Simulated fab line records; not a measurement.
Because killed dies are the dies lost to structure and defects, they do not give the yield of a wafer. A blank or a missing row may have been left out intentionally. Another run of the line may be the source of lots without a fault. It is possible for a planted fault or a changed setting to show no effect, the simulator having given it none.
Which tool is to blame? + flow ritCmos + 14 lots, 42 wafers sampled, at 2 steps of a route of 202

## WHAT THE GAUGES SHOWED, per wafer
RIT_ACTIVE_CD_MEAS_11 targets a cd of 1400 nm.
| lot  | measured    | on       | cdNm (nm)            |
|------|-------------|----------|----------------------|
| L866 | day 1 15:10 | cdSem-01 | 1398.8 1397.3 1398.7 |
| L868 | day 2 01:19 | cdSem-02 | 1404.1 1400.6 1401.1 |
| L870 | day 2 10:34 | cdSem-02 | 1401.1 1400.4 1400.7 |
| L871 | day 2 15:34 | cdSem-01 | 1401.1 1398.5 1400.3 |
| L872 | day 2 22:04 | cdSem-01 | 1397.9 1399.3 1396.7 |
| L873 | day 3 01:46 | cdSem-02 | 1402.3 1403.3 1400.5 |
| L875 | day 3 11:35 | cdSem-01 | 1401.4 1400.4 1402.7 |
| L877 | day 3 21:35 | cdSem-02 | 1402.7 1401.2 1401.2 |
| L878 | day 4 02:58 | cdSem-01 | 1399.1 1400.3 1399.1 |
| L879 | day 4 07:58 | cdSem-02 | 1399.9 1399.1 1401.0 |
| L880 | day 4 12:34 | cdSem-01 | 1399.8 1400.5 1400.7 |
| L886 | day 5 20:15 | cdSem-01 | 1407.5 1407.6 1407.7 |
| L888 | day 6 05:21 | cdSem-02 | 1399.2 1398.0 1397.9 |
| L889 | day 6 10:47 | cdSem-02 | 1408.0 1403.9 1409.0 |

## EACH LOT AND THE TOOL THAT RAN IT (in order: tool; ch and the chambers of the sampled wafers; start)
| lot  | RIT_ACTIVE_COAT_06              |
|------|---------------------------------|
| L866 | lithoTrack-02 ch 0, day 1 14:28 |
| L868 | lithoTrack-01 ch 0, day 2 00:30 |
| L870 | lithoTrack-01 ch 0, day 2 09:44 |
| L871 | lithoTrack-02 ch 0, day 2 14:44 |
| L872 | lithoTrack-03 ch 0, day 2 21:14 |
| L873 | lithoTrack-03 ch 0, day 3 01:04 |
| L875 | lithoTrack-02 ch 0, day 3 10:46 |
| L877 | lithoTrack-02 ch 0, day 3 20:46 |
| L878 | lithoTrack-02 ch 0, day 4 02:16 |
| L879 | lithoTrack-01 ch 0, day 4 07:08 |
| L880 | lithoTrack-01 ch 0, day 4 11:44 |
| L886 | lithoTrack-02 ch 0, day 5 19:34 |
| L888 | lithoTrack-01 ch 0, day 6 04:27 |
| L889 | lithoTrack-02 ch 0, day 6 09:56 |
- RIT_ACTIVE_COAT_06: resist thk 1000 nm.

## AS READ BY THE TOOLS THEMSELVES (means over the sampled wafers that have a number; for cases with no such wafer, the mark the record gives instead)
RIT_ACTIVE_COAT_06.
| lot  | tool          | dispensePressureKPa (kPa) | spinSpeedRpm (rpm) |
|------|---------------|---------------------------|--------------------|
| L866 | lithoTrack-02 | 49                        | 3252.2             |
| L868 | lithoTrack-01 | 47                        | 3249.2             |
| L870 | lithoTrack-01 | 47                        | 3250.7             |
| L871 | lithoTrack-02 | 49                        | 3250.1             |
| L872 | lithoTrack-03 | 58                        | 3249.5             |
| L873 | lithoTrack-03 | 58                        | 3250.6             |
| L875 | lithoTrack-02 | 49                        | 3250.2             |
| L877 | lithoTrack-02 | 49                        | 3248.4             |
| L878 | lithoTrack-02 | 49                        | 3252.8             |
| L879 | lithoTrack-01 | 47                        | 3251.0             |
| L880 | lithoTrack-01 | 47                        | 3250.8             |
| L886 | lithoTrack-02 | 49                        | 2854.8             |
| L888 | lithoTrack-01 | 47                        | 3250.5             |
| L889 | lithoTrack-02 | 49                        | 2856.5             |

## THE ANSWER, worked out from the rows above alone
Rule: what is usual is taken from the lots themselves. Put in order of their means at a reading, lots are off if they are a third of the lots or fewer, leave a main group of 4 or more, and stand apart from it by a gap of 3 or more times the standard deviation of the main group's means; of several such gaps the widest counts. Not used: any main group whose means are identical at the precision the tables above print for the reading. A lot without any number at a reading at which 4 lots or more have one is off too. Any other lot the step has rows for is counted as sound. First the gauges in route order, then the tools' own readings, where a lot's mean is used as printed above. The first step at which some lot is off is used, and at that step the reading that is off furthest; a lot without a number counts as furthest.
Off, at RIT_ACTIVE_CD_MEAS_11 on cdNm: L886, L889. Main group: mean 1400.2 nm, sd 1.4.
If a tool, at a process step before that reading, ran all the lots that are off and no sound lot after the first of them, it fits. The gauges at RIT_ACTIVE_CD_MEAS_11 aren't tried: what is off there is off at RIT_ACTIVE_COAT_06 too, on other tools, and a gauge's error can't cause that. One fits: RIT_ACTIVE_COAT_06 on lithoTrack-02. Its last sound lot is L878 (day 4 02:16), its first lot that is off L886 (day 5 19:34): a fault that began between those two fits.
On the lots that are off, the tool's own readings at RIT_ACTIVE_COAT_06 differ by more than 5 times the standard deviation of the sound lots' means, which bears it out; spinSpeedRpm reads 2855.7 rpm there versus 3250.5 rpm on the sound lots.

## WHAT HAD BEEN PUT IN BY THE SIMULATOR
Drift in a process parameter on lithoTrack-02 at RIT_ACTIVE_COAT_06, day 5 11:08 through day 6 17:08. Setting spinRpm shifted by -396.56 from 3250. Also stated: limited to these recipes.
Struck lots among those shown: L886, L889. This agrees with what the rule above found.
